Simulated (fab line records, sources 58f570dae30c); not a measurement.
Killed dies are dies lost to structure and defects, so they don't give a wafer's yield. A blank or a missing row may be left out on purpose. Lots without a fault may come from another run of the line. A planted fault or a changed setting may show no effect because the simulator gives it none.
Which tool did it? | flow berkeley_cmos170 | 7 lots, 21 wafers sampled, at 1 step of a route of 331

WHAT THE GAUGES READ, wafer by wafer
UCB170_CONTACT_THK_MEAS_02.
lot  | measured     | on            | CONTACT_PSG_THK (nm)
L409 | day 6 21:29  | film_metro-04 | 695 689 695
L411 | day 7 07:11  | film_metro-02 | 701 696 698
L413 | day 7 07:15  | film_metro-03 | 702 702 701
L415 | day 8 08:00  | film_metro-03 | 695 699 699
L418 | day 8 22:27  | film_metro-02 | 713 710 709
L425 | day 10 11:47 | film_metro-03 | 706 706 699
L429 | day 11 18:13 | film_metro-04 | 712 708 713

WHICH TOOL RAN EACH LOT (tool, then ch and the chambers of the sampled wafers, then the start)
The record holds no process step before these readings.

THE ANSWER, worked out from the rows above alone
Rule: what is usual is taken from the lots themselves. Put in order of their means at a reading, lots are off if they are a third of the lots or fewer, leave a main group of 4 or more, and stand apart from it by a gap of 3 or more times the standard deviation of the main group's means; of several such gaps the widest counts. A main group whose means are all the same, to the digits that the tables above print for the reading, isn't used. A lot without any number at a reading at which 4 lots or more have one is off too. The other lots that the step has rows for count as sound.
No lot is off at any reading shown: from this, nothing can be told.

WHAT THE SIMULATOR HAD PUT IN
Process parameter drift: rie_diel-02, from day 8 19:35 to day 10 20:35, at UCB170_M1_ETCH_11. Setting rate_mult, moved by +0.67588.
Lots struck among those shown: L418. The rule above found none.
